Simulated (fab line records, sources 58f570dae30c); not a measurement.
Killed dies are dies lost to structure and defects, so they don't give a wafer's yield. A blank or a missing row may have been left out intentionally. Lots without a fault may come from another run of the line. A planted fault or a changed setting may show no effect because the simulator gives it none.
What tool caused it?    flow berkeley-cmos170    13 lots with 39 wafers sampled at 4 steps, on a route of 331 steps

== WHAT THE GAUGES SHOWED, per wafer ==
UCB170_CONTACT_CD_MEAS_15 targets a cd of 700 nm.
lot   measured      on         cd-nm (nm)
L647  day 7 04:34   cd-sem-01  697.5 698.2 698.6
L646  day 7 03:40   cd-sem-02  699.4 700.7 699.7
L645  day 7 05:36   cd-sem-02  700.0 699.1 699.7
L649  day 7 17:40   cd-sem-01  699.6 699.6 699.3
L650  day 7 19:59   cd-sem-02  704.6 702.5 702.2
L653  day 8 15:53   cd-sem-01  701.5 700.8 701.6
L654  day 9 10:08   cd-sem-01  698.6 700.1 699.5
L656  day 9 15:15   cd-sem-01  701.8 701.6 701.1
L660  day 10 02:57  cd-sem-02  700.7 700.2 699.1
L663  day 10 22:57  cd-sem-02  698.8 700.6 699.5
L665  day 10 22:39  cd-sem-01  697.5 699.1 697.6
L664  day 11 20:47  cd-sem-01  698.1 698.7 698.7
L668  day 12 00:32  cd-sem-02  699.6 698.9 699.2

UCB170_M1_OVL_MEAS_10.
lot   measured      on          M1_OVL (nm)
L647  day 7 06:41   overlay-01  -2 3 5
L646  day 7 05:43   overlay-02  -7 -5 -1
L645  day 7 07:58   overlay-02  -6 2 -7
L649  day 7 20:14   overlay-02  -6 -2 -2
L650  day 7 22:01   overlay-01  7 -4 1
L653  day 8 18:29   overlay-02  56 52 52
L654  day 9 12:21   overlay-01  52 53 55
L656  day 9 17:47   overlay-01  0 1 0
L660  day 10 05:11  overlay-01  -9 -7 -2
L663  day 11 00:55  overlay-02  -2 -2 5
L665  day 11 00:44  overlay-02  5 -1 2
L664  day 11 23:05  overlay-01  10 5 5
L668  day 12 02:27  overlay-02  -2 9 2

== EACH LOT AND THE TOOL THAT RAN IT (in order: tool; ch and the chambers of the sampled wafers; start) ==
lot   UCB170_PWELL_ETCH_14               UCB170_M1_EXPOSE_06
L647  rie-diel-04 ch 0,1,2, day 3 09:29  krf-scanner-02 ch 0, day 7 06:00
L646  rie-diel-02 ch 0,1,2, day 3 10:33  krf-scanner-02 ch 0, day 7 05:12
L645  rie-diel-04 ch 0,3, day 3 10:50    krf-scanner-01 ch 0, day 7 07:09
L649  rie-diel-02 ch 1,2,3, day 3 23:23  krf-scanner-01 ch 0, day 7 19:11
L650  rie-diel-01 ch 0,2,3, day 3 23:52  krf-scanner-02 ch 0, day 7 21:31
L653  rie-diel-01 ch 0,2,3, day 4 14:20  krf-scanner-01 ch 0, day 8 17:20
L654  rie-diel-02 ch 0,1,2, day 4 23:52  krf-scanner-01 ch 0, day 9 11:52
L656  rie-diel-04 ch 0,1,3, day 5 06:08  krf-scanner-02 ch 0, day 9 17:15
L660  rie-diel-04 ch 0,1,2, day 5 23:04  krf-scanner-02 ch 0, day 10 04:29
L663  rie-diel-02 ch 1,2,3, day 6 16:34  krf-scanner-02 ch 0, day 11 00:22
L665  rie-diel-04 ch 0,2, day 7 07:09    krf-scanner-02 ch 0, day 11 00:11
L664  rie-diel-01 ch 0,3, day 7 13:43    krf-scanner-02 ch 0, day 11 22:35
L668  rie-diel-01 ch 1,2,3, day 8 07:34  krf-scanner-02 ch 0, day 12 01:56
- UCB170_PWELL_ETCH_14: etches Si3N4 in CH3F/Ar/O2, stops on SiO2, target depth 242 nm, time 151 s.
- UCB170_M1_EXPOSE_06: exposes mask METAL1, target cd 700 nm.

== AS READ BY THE TOOLS THEMSELVES (means over the sampled wafers that have a number; for cases with no such wafer, the mark the record gives instead) ==
UCB170_PWELL_ETCH_14.
lot   tool         drypump-motor-current-A (A)  oes-product-au (a.u.)  rf-fwd-power-W (W)  throttle-valve-pct (%)
L647  rie-diel-04  5.94                         0.954                  448.1               8.00
L646  rie-diel-02  5.74                         0.946                  449.3               7.94
L645  rie-diel-04  5.64                         0.958                  447.3               8.05
L649  rie-diel-02  5.78                         0.949                  448.2               7.99
L650  rie-diel-01  5.79                         0.948                  449.3               8.02
L653  rie-diel-01  5.81                         0.946                  449.0               8.03
L654  rie-diel-02  5.73                         0.962                  448.2               7.94
L656  rie-diel-04  5.77                         0.955                  447.8               8.07
L660  rie-diel-04  5.95                         0.946                  449.0               8.00
L663  rie-diel-02  5.78                         0.949                  448.5               8.01
L665  rie-diel-04  6.10                         0.941                  448.6               8.00
L664  rie-diel-01  5.75                         0.955                  450.2               8.00
L668  rie-diel-01  5.68                         0.933                  448.6               8.02

UCB170_M1_EXPOSE_06.
lot   tool            exposure-dose-mJ-cm2
L647  krf-scanner-02  20.977
L646  krf-scanner-02  20.999
L645  krf-scanner-01  20.982
L649  krf-scanner-01  21.022
L650  krf-scanner-02  21.020
L653  krf-scanner-01  21.001
L654  krf-scanner-01  20.988
L656  krf-scanner-02  21.003
L660  krf-scanner-02  21.000
L663  krf-scanner-02  21.002
L665  krf-scanner-02  20.970
L664  krf-scanner-02  21.010
L668  krf-scanner-02  20.980

== THE ANSWER, worked out from the rows above alone ==
Rule: usual is defined by the lots themselves. The widest of any qualifying gaps counts: lots, ordered by their means at a reading, are off when they make up no more than a third of the lots, leave a main group of 4 or more, and stand apart from it by 3 or more times the standard deviation of that group's means. If all means in a main group match to the digits the tables above print for the reading, that group is not used. A lot without any number at a reading at which 4 lots or more have one is off too. The other lots that the step has rows for count as sound. First the gauges in route order, then the tools' own readings, where a lot's mean is used as printed above. At the first step where some lot is off, the reading lying furthest off is the one used; lots without a number count as furthest.
Off: L653, L654, at UCB170_M1_OVL_MEAS_10 (M1_OVL). The main group has a mean of -0 nm with a standard deviation of 3.6.
If a tool, at a process step before that reading, ran all the lots that are off and no sound lot after the first of them, it fits. Those tools and the gauges at UCB170_M1_OVL_MEAS_10 are tried in the same way. One fits: UCB170_M1_EXPOSE_06 on krf-scanner-01. Its last sound lot is L649 (day 7 19:11), its first lot that is off L653 (day 8 17:20): a fault that began between those two fits.

== WHAT HAD BEEN PUT IN BY THE SIMULATOR ==
Scanner matching overlay: krf-scanner-01, from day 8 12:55 on, at UCB170_M1_EXPOSE_06. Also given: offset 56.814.
Shown lots that were struck: L653, L654. The rule above reached the same finding.
